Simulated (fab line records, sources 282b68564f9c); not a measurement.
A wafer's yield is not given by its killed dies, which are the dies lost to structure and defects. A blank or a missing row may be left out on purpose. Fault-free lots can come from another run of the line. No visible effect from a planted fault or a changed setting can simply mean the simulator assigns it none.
fab line records -- flow ritCmos
[record] lots = 6, wafers = 18, lastDay = 7
route steps=202 shown PSD@150 SDANNEAL@153 NSD@158 PLDD@159 NLDD@160 SILICIDE@161 M1@202
lots that met no fault: taken from a fault-free run of the same line
startH: hours from the record's first day to the start of the lot's first wafer shown -- waitH: hours from the lot's prior step to this one -- " unchanged from the row above -- L1.1+2: one row covering several wafers at once -- - no value, or no start given -- * or withheld: withheld -- < > ~ a bound
route shown NAME@n: a module of which the file shows steps, and the number in the route of the first -- usual: mean/standard deviation of fault-free wafers -- same: alike in all rows -- chamber/n: place in a boat -- sites: the reading at each site -- _std_site: the standard deviation of these -- _edge_site: outer sites' mean less inner sites' -- radiusMm: how far each site lies from the wafer's centre -- mask NAME#n: copy n -- behind: tool/chamber where the wafer was last shaped -- hold: reason for holding the lot/hours on hold/outcome of the hold -- device: names the non-switching transistor (n, p or np) -- end of line: the tests these same wafers got at the end of their route -- a step given without rows: its recipe and nothing more -- killed: the dies lost at the first sort to structure and to defects; this is not the yield of the wafer -- map: a wafer's dies, marking killed ones x, the rest . and places with no die _
set.NAME: setting as actually run; set.NAME@STEP: the setting as run at that earlier step -- model.NAME: the simulator's own value behind a step, which no gauge read
lots seen at some steps along the route; tables by step, rows by wafer
services: when a tool's chamber went out of use (startH, in hours from the record's first day, below 0 if earlier), for how many hours, and the reason
[[steps]]
[step RIT_PSD_IMPLANT_08]
[recipe] species = BF2, energyKev = 27, doseCm2 = 4.93e+15, tiltDeg = 7
[step RIT_PSD_STRIP_09]
[recipe] chemistry = O2, timeS = 180, resist = NOVOLAK, platenTempC = withheld, powerW = 500, pressureMtorr = 4000, o2FlowSccm = 4000
[usual] drypumpMotorCurrentA = 5.3/0.4
lot.wafer,tool,chamber,startH,waitH,drypumpMotorCurrentA,rfHoursCounterH
L125.2,plasmaAsher-01,0,52.55,0.1,5.4,42
L125.3,plasmaAsher-01,1,52.55,0.1,4.8,-
L125.5,plasmaAsher-01,1,52.55,0.1,4.8,-
L128.1,plasmaAsher-04,1,68.05,0.1,5.5,23
L128.2,plasmaAsher-04,0,68.05,0.1,5.5,23
L128.6,plasmaAsher-04,0,68.05,0.1,5.6,-
L134.1,plasmaAsher-04,1,98.98,0.1,5.5,25
L134.2,plasmaAsher-04,0,98.98,0.1,5.6,25
L134.5,plasmaAsher-04,1,98.98,0.1,5.5,-
L136.2,plasmaAsher-03,0,109.12,0.1,4.9,49
L136.4,plasmaAsher-03,1,109.12,0.1,5.9,-
L136.6,plasmaAsher-03,1,109.12,0.1,6.0,-
L143.1,plasmaAsher-04,0,141.38,0.1,5.6,30
L143.3,plasmaAsher-04,1,141.38,0.1,5.6,-
L143.5,plasmaAsher-04,1,141.38,0.1,5.5,-
L147.1,plasmaAsher-03,1,161.36,0.1,6.0,54
L147.3,plasmaAsher-03,0,161.36,0.1,4.9,-
L147.6,plasmaAsher-03,1,161.36,0.1,5.9,-
[step RIT_PSD_TW_MEAS_10]
[usual] PSD_TW = 3437/24
lot.wafer,tool,chamber,startH,waitH,PSD_TW
L125.2,filmMetro-02,-,52.73,0.1,3426
L125.3,filmMetro-02,-,52.73,0.1,3404
L125.5,filmMetro-02,-,52.73,0.1,3413
L128.1,filmMetro-03,-,68.22,0.1,3426
L128.2,filmMetro-03,-,68.22,0.1,3453
L128.6,filmMetro-03,-,68.22,0.1,3461
L134.1,filmMetro-03,-,99.16,0.1,3451
L134.2,filmMetro-03,-,99.16,0.1,3448
L134.5,filmMetro-03,-,99.16,0.1,3451
L136.2,filmMetro-03,-,109.31,0.1,3453
L136.4,filmMetro-03,-,109.31,0.1,3461
L136.6,filmMetro-03,-,109.31,0.1,3449
L143.1,filmMetro-03,-,141.55,0.1,3457
L143.3,filmMetro-03,-,141.55,0.1,3453
L143.5,filmMetro-03,-,141.55,0.1,3458
L147.1,filmMetro-02,-,161.53,0.1,3403
L147.3,filmMetro-02,-,161.53,0.1,3409
L147.6,filmMetro-02,-,161.53,0.1,3407
[step RIT_SDANNEAL_CLEAN_00]
[recipe] chemistry = SC1, mix = 3:3:50, timeS = 600, tempC = 75
[step RIT_SDANNEAL_CLEAN_01]
[recipe] chemistry = dHF, dilution = 50:1, timeS = 29.45
[step RIT_SDANNEAL_CLEAN_02]
[recipe] chemistry = SC2, mix = 3:3:50, timeS = 600, tempC = 75, dry = n2Spin
[step RIT_SDANNEAL_RTA_03]
[recipe] tempC = 1050, timeS = 5, idleTempC = 600, rampUpCPerS = 342, rampDownCPerS = 171, coolToC = 600, ambient = N2
[usual] wafer_temp_C_max = 1053.5/1.2
lot.wafer,tool,chamber,startH,waitH,wafer_temp_C_max
L125.2,rtpAnneal-01,0,53.18,0.0,1052.0
L125.3,rtpAnneal-01,0,53.18,0.0,1054.2
L125.5,rtpAnneal-01,0,53.18,0.0,1052.5
L128.1,rtpAnneal-02,0,68.67,0.0,1052.9
L128.2,rtpAnneal-02,0,68.67,0.0,1053.0
L128.6,rtpAnneal-02,0,68.67,0.0,1053.8
L134.1,rtpAnneal-02,0,99.58,0.0,1053.2
L134.2,rtpAnneal-02,0,99.58,0.0,1053.0
L134.5,rtpAnneal-02,0,99.58,0.0,1053.8
L136.2,rtpAnneal-02,0,109.75,0.0,1050.6
L136.4,rtpAnneal-02,0,109.75,0.0,1054.2
L136.6,rtpAnneal-02,0,109.75,0.0,1053.2
L143.1,rtpAnneal-01,0,142.01,0.0,1054.1
L143.3,rtpAnneal-01,0,142.01,0.0,1054.0
L143.5,rtpAnneal-01,0,142.01,0.0,1053.1
L147.1,rtpAnneal-01,0,161.99,0.0,1054.3
L147.3,rtpAnneal-01,0,161.99,0.0,1053.6
L147.6,rtpAnneal-01,0,161.99,0.0,1052.0
[step RIT_SDANNEAL_RS_MEAS_04]
[recipe] thkMeasGauge = four-point-probe
[usual] PSD_RS = 116.1/0.3
lot.wafer,tool,chamber,startH,waitH,PSD_RS[ohm/sq]
L125.2,filmMetro-03,-,53.25,0.1,116.4
L125.3,filmMetro-03,-,53.25,0.1,116.4
L125.5,filmMetro-03,-,53.25,0.1,116.6
L128.1,filmMetro-02,-,68.72,0.0,116.0
L128.2,filmMetro-02,-,68.72,0.0,115.6
L128.6,filmMetro-02,-,68.72,0.0,115.9
L134.1,filmMetro-03,-,99.64,0.0,116.7
L134.2,filmMetro-03,-,99.64,0.0,116.5
L134.5,filmMetro-03,-,99.64,0.0,116.7
L136.2,filmMetro-02,-,109.82,0.1,115.7
L136.4,filmMetro-02,-,109.82,0.1,115.8
L136.6,filmMetro-02,-,109.82,0.1,116.0
L143.1,filmMetro-04,-,142.07,0.0,115.8
L143.3,filmMetro-04,-,142.07,0.0,115.7
L143.5,filmMetro-04,-,142.07,0.0,115.8
L147.1,filmMetro-03,-,162.05,0.0,116.0
L147.3,filmMetro-03,-,162.05,0.0,116.5
L147.6,filmMetro-03,-,162.05,0.0,116.0
[step RIT_SDANNEAL_RS_MEAS_05]
[recipe] thkMeasGauge = four-point-probe
[usual] NSD_RS = 84.5/0.33
lot.wafer,tool,chamber,startH,waitH,NSD_RS[ohm/sq]
L125.2,filmMetro-03,-,53.37,0.1,84.4
L125.3,filmMetro-03,-,53.37,0.1,84.6
L125.5,filmMetro-03,-,53.37,0.1,84.6
L128.1,filmMetro-02,-,68.84,0.1,84.5
L128.2,filmMetro-02,-,68.84,0.1,84.6
L128.6,filmMetro-02,-,68.84,0.1,84.6
L134.1,filmMetro-03,-,99.76,0.1,84.6
L134.2,filmMetro-03,-,99.76,0.1,84.6
L134.5,filmMetro-03,-,99.76,0.1,84.9
L136.2,filmMetro-02,-,109.94,0.1,84.2
L136.4,filmMetro-02,-,109.94,0.1,84.0
L136.6,filmMetro-02,-,109.94,0.1,84.0
L143.1,filmMetro-04,-,142.19,0.1,84.6
L143.3,filmMetro-04,-,142.19,0.1,84.3
L143.5,filmMetro-04,-,142.19,0.1,84.6
L147.1,filmMetro-03,-,162.17,0.1,85.2
L147.3,filmMetro-03,-,162.17,0.1,84.9
L147.6,filmMetro-03,-,162.17,0.1,85.2
[step RIT_SDANNEAL_RS_MEAS_06]
[recipe] thkMeasGauge = four-point-probe
[usual] PLDD_RS = 178.7/0.54
lot.wafer,tool,chamber,startH,waitH,PLDD_RS[ohm/sq]
L125.2,filmMetro-03,-,53.49,0.1,178.5
L125.3,filmMetro-03,-,53.49,0.1,178.6
L125.5,filmMetro-03,-,53.49,0.1,178.9
L128.1,filmMetro-02,-,68.96,0.1,179.0
L128.2,filmMetro-02,-,68.96,0.1,178.5
L128.6,filmMetro-02,-,68.96,0.1,178.5
L134.1,filmMetro-03,-,99.88,0.1,179.5
L134.2,filmMetro-03,-,99.88,0.1,179.0
L134.5,filmMetro-03,-,99.88,0.1,179.7
L136.2,filmMetro-02,-,110.06,0.1,177.6
L136.4,filmMetro-02,-,110.06,0.1,178.1
L136.6,filmMetro-02,-,110.06,0.1,178.2
L143.1,filmMetro-04,-,142.31,0.1,178.2
L143.3,filmMetro-04,-,142.31,0.1,178.6
L143.5,filmMetro-04,-,142.31,0.1,177.7
L147.1,filmMetro-03,-,162.29,0.1,179.2
L147.3,filmMetro-03,-,162.29,0.1,178.9
L147.6,filmMetro-03,-,162.29,0.1,178.7
[step RIT_SDANNEAL_RS_MEAS_07]
[recipe] thkMeasGauge = four-point-probe
[usual] NLDD_RS = 151.6/0.58
lot.wafer,tool,chamber,startH,waitH,NLDD_RS[ohm/sq]
L125.2,filmMetro-03,-,53.61,0.1,151.7
L125.3,filmMetro-03,-,53.61,0.1,152.0
L125.5,filmMetro-03,-,53.61,0.1,152.4
L128.1,filmMetro-02,-,69.08,0.1,150.7
L128.2,filmMetro-02,-,69.08,0.1,151.1
L128.6,filmMetro-02,-,69.08,0.1,151.3
L134.1,filmMetro-03,-,100.00,0.1,152.8
L134.2,filmMetro-03,-,100.00,0.1,152.6
L134.5,filmMetro-03,-,100.00,0.1,151.8
L136.2,filmMetro-02,-,110.18,0.1,151.1
L136.4,filmMetro-02,-,110.18,0.1,151.9
L136.6,filmMetro-02,-,110.18,0.1,151.9
L143.1,filmMetro-04,-,142.43,0.1,150.8
L143.3,filmMetro-04,-,142.43,0.1,150.7
L143.5,filmMetro-04,-,142.43,0.1,151.3
L147.1,filmMetro-03,-,162.41,0.1,151.6
L147.3,filmMetro-03,-,162.41,0.1,151.7
L147.6,filmMetro-03,-,162.41,0.1,152.3
[step RIT_SILICIDE_WET_ETCH_00]
[recipe] chemistry = BOE, target = SiO2, targetDepthNm = 14, timeS = 15, dry = n2Spin, dilution = 10:1, tempC = 21.5
[step RIT_SILICIDE_SPUTTER_01]
[recipe] material = Ti, targetThkNm = 30, powerW = 350, chamberPressurePa = 0.667, gas = Ar, timeS = 240, substrateTempC = 25
[usual] cathodeDcPowerW = 350.00/0.059, throttleValvePct = 29.9/0.91
lot.wafer,tool,chamber,startH,waitH,cathodeDcPowerW,throttleValvePct,model.Ti_of_SILICIDE_SPUTTER_01.thkNm
L125.2,pvdSputter-01,-,53.72,0.0,349.88,31.2,29.66
L125.3,pvdSputter-01,-,53.72,0.0,350.01,31.2,29.75
L125.5,pvdSputter-01,-,53.72,0.0,350.03,31.4,29.62
L128.1,pvdSputter-03,-,69.22,0.0,349.85,29.9,29.75
L128.2,pvdSputter-03,-,69.22,0.0,350.08,29.0,30.13
L128.6,pvdSputter-03,-,69.22,0.0,349.99,30.1,29.9
L134.1,pvdSputter-03,-,100.14,0.0,331.75,29.0,29.12
L134.2,pvdSputter-03,-,100.14,0.0,349.96,30.6,30.44
L134.5,pvdSputter-03,-,100.14,0.0,331.78,28.9,28.97
L136.2,pvdSputter-03,-,110.29,0.0,331.73,29.4,28.87
L136.4,pvdSputter-03,-,110.29,0.0,350.07,30.0,30.08
L136.6,pvdSputter-03,-,110.29,0.0,349.93,30.1,30.12
L143.1,pvdSputter-04,-,142.56,0.0,350.09,29.2,30.11
L143.3,pvdSputter-04,-,142.56,0.0,350.00,30.5,29.87
L143.5,pvdSputter-04,-,142.56,0.0,350.06,28.8,30.3
L147.1,pvdSputter-04,-,162.54,0.0,350.07,28.9,29.83
L147.3,pvdSputter-04,-,162.54,0.0,349.97,30.3,29.66
L147.6,pvdSputter-04,-,162.54,0.0,350.07,29.0,29.8
[step RIT_SILICIDE_RS_MEAS_02]
[recipe] thkMeasGauge = four-point-probe, reads = Ti_of_SILICIDE_SPUTTER_01
[usual] SILICIDE_TI_RS = 47.8/0.75
lot.wafer,tool,chamber,startH,waitH,SILICIDE_TI_RS[ohm/sq]
L125.2,filmMetro-03,-,53.89,0.1,48.7
L125.3,filmMetro-03,-,53.89,0.1,48.5
L125.5,filmMetro-03,-,53.89,0.1,48.7
L128.1,filmMetro-04,-,69.37,0.1,48.4
L128.2,filmMetro-04,-,69.37,0.1,47.5
L128.6,filmMetro-04,-,69.37,0.1,48.1
L134.1,filmMetro-01,-,100.29,0.1,49.7
L134.2,filmMetro-01,-,100.29,0.1,46.9
L134.5,filmMetro-01,-,100.29,0.1,50.0
L136.2,filmMetro-04,-,110.46,0.1,50.2
L136.4,filmMetro-04,-,110.46,0.1,47.7
L136.6,filmMetro-04,-,110.46,0.1,47.7
L143.1,filmMetro-01,-,142.71,0.1,47.5
L143.3,filmMetro-01,-,142.71,0.1,48.1
L143.5,filmMetro-01,-,142.71,0.1,47.2
L147.1,filmMetro-03,-,162.69,0.1,48.3
L147.3,filmMetro-03,-,162.69,0.1,48.6
L147.6,filmMetro-03,-,162.69,0.1,48.3
[step RIT_SILICIDE_THK_MEAS_03]
[recipe] thkMeasGauge = xrf, reads = Ti_of_SILICIDE_SPUTTER_01
[usual] SILICIDE_TI_THK = 29.6/0.43
lot.wafer,tool,chamber,startH,waitH,SILICIDE_TI_THK[nm]
L125.2,filmMetro-03,-,54.00,0.1,29.1
L125.3,filmMetro-03,-,54.00,0.1,29.1
L125.5,filmMetro-03,-,54.00,0.1,29.2
L128.1,filmMetro-04,-,69.49,0.1,29.3
L128.2,filmMetro-04,-,69.49,0.1,29.7
L128.6,filmMetro-04,-,69.49,0.1,29.5
L134.1,filmMetro-01,-,100.41,0.1,28.6
L134.2,filmMetro-01,-,100.41,0.1,30.1
L134.5,filmMetro-01,-,100.41,0.1,28.6
L136.2,filmMetro-04,-,110.57,0.1,28.6
L136.4,filmMetro-04,-,110.57,0.1,29.7
L136.6,filmMetro-04,-,110.57,0.1,29.7
L143.1,filmMetro-01,-,142.83,0.1,29.7
L143.3,filmMetro-01,-,142.83,0.1,29.5
L143.5,filmMetro-01,-,142.83,0.1,29.9
L147.1,filmMetro-03,-,162.81,0.1,29.4
L147.3,filmMetro-03,-,162.81,0.1,29.2
L147.6,filmMetro-03,-,162.81,0.1,29.4
[step RIT_M1_PROBE_99]
[usual] killedAtContacts = 0.0/0.2, killedAtFrontEnd = 6.6/2.9, killedDies = 6.6/3, killedOpen = 3.4/2, killedShort = 3.2/2
[same] grossDies = 264, killed_at_M0_to_M3 = 0, killed_at_M4_up = 0, killedAtBackSide = 0, killedAtOther = 0
lot.wafer,tool,chamber,startH,waitH,killedAtContacts,killedAtFrontEnd,killedDies,killedOpen,killedShort,model.etest.contactPplus.endOhmUm,model.etest.contactNplus.endOhmUm,model.etest.npolyLine.rsOhmSq,model.etest.ppolyLine.rsOhmSq,model.etest.npolySal.rsOhmSq,model.etest.ppolySal.rsOhmSq,model.etest.pplusSal.rsOhmSq,model.etest.nplusSal.rsOhmSq
L125.2,prober-01,-,60.86,0.1,0,11,11,3,8,41.83,40.74,17.1,16.63,4.394,4.366,4.366,4.355
L125.3,prober-01,-,60.91,0.2,0,12,12,7,5,42.18,40.57,17.22,16.71,4.396,4.348,4.363,4.37
L125.5,prober-01,-,61.01,0.2,0,5,5,2,3,42.65,41.3,17.22,16.7,4.403,4.37,4.34,4.343
L128.1,prober-01,-,76.55,0.1,0,11,11,6,5,45.19,41.15,17.09,16.72,4.41,4.356,4.365,4.357
L128.2,prober-01,-,76.60,0.1,0,2,2,2,0,45.65,42.05,16.91,16.47,4.359,4.346,4.311,4.328
L128.6,prober-01,-,76.80,0.2,0,5,5,2,3,45.27,40.82,16.95,16.33,4.376,4.308,4.36,4.32
L134.1,prober-01,-,106.95,0.1,0,6,6,3,3,43.83,40.49,17.42,16.72,4.479,4.409,4.413,4.409
L134.2,prober-01,-,107.00,0.1,0,10,10,5,5,44.49,42.11,16.78,16.34,4.335,4.292,4.282,4.257
L134.5,prober-01,-,107.15,0.2,0,3,3,2,1,44.06,39.5,17.4,16.81,4.52,4.447,4.464,4.45
L136.2,prober-01,-,117.70,0.1,0,2,2,1,1,43.05,39.15,17.26,16.91,4.483,4.441,4.453,4.428
L136.4,prober-01,-,117.80,0.2,1,6,7,5,2,43.77,40.26,16.91,16.41,4.37,4.329,4.315,4.289
L136.6,prober-01,-,117.90,0.2,0,6,6,5,1,44.3,40.85,16.82,16.27,4.362,4.304,4.295,4.279
L143.1,prober-02,-,149.66,0.1,0,5,5,5,0,43.76,43.69,17.1,16.42,4.31,4.305,4.301,4.303
L143.3,prober-02,-,149.76,0.2,0,8,8,6,2,44.87,42.82,17.14,16.46,4.413,4.37,4.355,4.367
L143.5,prober-02,-,149.86,0.2,0,3,3,2,1,44.94,44,16.78,16.33,4.324,4.226,4.272,4.264
L147.1,prober-02,-,169.31,0.1,0,6,6,1,5,43.35,41.95,16.97,16.44,4.341,4.285,4.258,4.273
L147.3,prober-02,-,169.41,0.2,0,9,9,2,7,43.81,41.52,17.08,16.54,4.388,4.354,4.367,4.289
L147.6,prober-02,-,169.56,0.2,0,8,8,3,5,43.46,42.22,16.95,16.5,4.329,4.308,4.326,4.288
// killed by level:class
L125.2 GATE:geometricParticle:short=2 REOX:geometricParticle:short=2 SPACER:geometricParticle:short=2 FOX1:geometricParticle:short=1 FOX2:geometricParticle:short=1 GATE:geometricParticle:open=1 REOX:geometricParticle:open=1 SPACER:geometricParticle:open=1
L125.3 FOX1:geometricParticle:open=3 GATE:geometricParticle:open=3 FOX1:geometricParticle:short=2 ACTIVE:geometricParticle:short=1 GATE:geometricParticle:short=1 REOX:geometricParticle:open=1 REOX:geometricParticle:short=1
L125.5 SPACER:geometricParticle:short=2 GATE:geometricParticle:short=1 GATE:geometricParticle:open=1 SPACER:geometricParticle:open=1
L128.1 GATE:geometricParticle:short=3 SPACER:geometricParticle:open=3 FOX1:geometricParticle:short=1 FOX2:geometricParticle:open=1 GATE:geometricParticle:open=1 REOX:geometricParticle:open=1 SILICIDE:geometricParticle:short=1
L128.2 FOX1:geometricParticle:open=1 GATE:geometricParticle:open=1
L128.6 FOX1:geometricParticle:open=1 GATE:geometricParticle:short=1 REOX:geometricParticle:short=1 SPACER:geometricParticle:open=1 SPACER:geometricParticle:short=1
L134.1 GATE:geometricParticle:short=3 GATE:geometricParticle:open=2 SILICIDE:geometricParticle:open=1
L134.2 GATE:geometricParticle:short=2 SILICIDE:geometricParticle:open=2 FOX1:geometricParticle:open=1 FOX1:geometricParticle:short=1 GATE:geometricParticle:open=1 REOX:geometricParticle:short=1 REOX:geometricParticle:open=1 SILICIDE:geometricParticle:short=1
L134.5 REOX:geometricParticle:open=2 REOX:geometricParticle:short=1
L136.2 FOX2:geometricParticle:open=1 REOX:geometricParticle:short=1
L136.4 REOX:geometricParticle:open=2 FOX1:geometricParticle:short=1 SPACER:geometricParticle:open=1 SILICIDE:geometricParticle:short=1 SILICIDE:geometricParticle:open=1 CONTACT:geometricParticle:open=1
L136.6 GATE:geometricParticle:open=2 SILICIDE:geometricParticle:open=2 ACTIVE:geometricParticle:open=1 GATE:geometricParticle:short=1
L143.1 GATE:geometricParticle:open=4 FOX2:geometricParticle:open=1
L143.3 GATE:geometricParticle:open=4 GATE:geometricParticle:short=2 FOX2:geometricParticle:open=1 SILICIDE:geometricParticle:open=1
L143.5 GATE:geometricParticle:short=1 SPACER:geometricParticle:open=1 SILICIDE:geometricParticle:open=1
L147.1 GATE:geometricParticle:short=2 FOX2:geometricParticle:short=1 GATE:geometricParticle:open=1 SPACER:geometricParticle:short=1 SILICIDE:geometricParticle:short=1
L147.3 GATE:geometricParticle:short=2 ACTIVE:geometricParticle:short=1 FOX2:geometricParticle:open=1 FOX2:geometricParticle:short=1 GATE:geometricParticle:open=1 REOX:geometricParticle:short=1 SPACER:geometricParticle:short=1 SILICIDE:geometricParticle:short=1
L147.6 GATE:geometricParticle:short=3 FOX1:geometricParticle:short=1 FOX1:geometricParticle:open=1 REOX:geometricParticle:open=1 SPACER:geometricParticle:open=1 SILICIDE:geometricParticle:short=1
[[services]]
tool,chamber,startH,hours,kind
plasmaAsher-04,-,33.20,1.2,repair
pvdSputter-01,-,61.90,32.4,repair
pvdSputter-03,-,64.77,0.5,repair
plasmaAsher-03,-,68.20,8.0,repair
plasmaAsher-04,-,69.16,10.0,pm
plasmaAsher-01,-,90.33,1.3,repair
plasmaAsher-04,-,95.39,2.0,repair
pvdSputter-01,-,107.00,4.5,repair
[[key]]
[firstSign] step = RIT_SILICIDE_SPUTTER_01, reading = cathodeDcPowerW, direction = down, sigmas = 99+, usual = 350.00, struck = 331.75
[effect] step = RIT_SILICIDE_RS_MEAS_02, reading = SILICIDE_TI_RS, direction = up, sigmas = 2.9, usual = 47.8, struck = 50.0
[effect] step = RIT_SILICIDE_THK_MEAS_03, reading = SILICIDE_TI_THK, direction = down, sigmas = 2.3, usual = 29.6, struck = 28.6
[modelEffect] step = RIT_SILICIDE_SPUTTER_01, value = Ti_of_SILICIDE_SPUTTER_01.thkNm, without = 30.54, struck = 28.99
[modelEffect] step = RIT_M1_PROBE_99, value = etest.contactPplus.endOhmUm, without = 45.55, struck = 43.65
metAt RIT_SILICIDE_SPUTTER_01
struckWafers L134.1,L134.5,L136.2
testerLeftOut L134,L136
onsetBetween 69.22 100.14
[fault] kind = processParameterDrift, tool = pvdSputter-03, chamber = -, onsetH = 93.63, steps = RIT_SILICIDE_SPUTTER_01, channel = powerW, offset = -18.17, shape = step, endH = 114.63, stated = 350, scope = struckWafersOnly
// testerLeftOut: of these lots the tester's yield and bins aren't shown, on N5 and GAA mostly nor the transistor test; their killed dies are dies lost to structure and defects alone, not to doping, threshold or leakage, so they don't give the yield
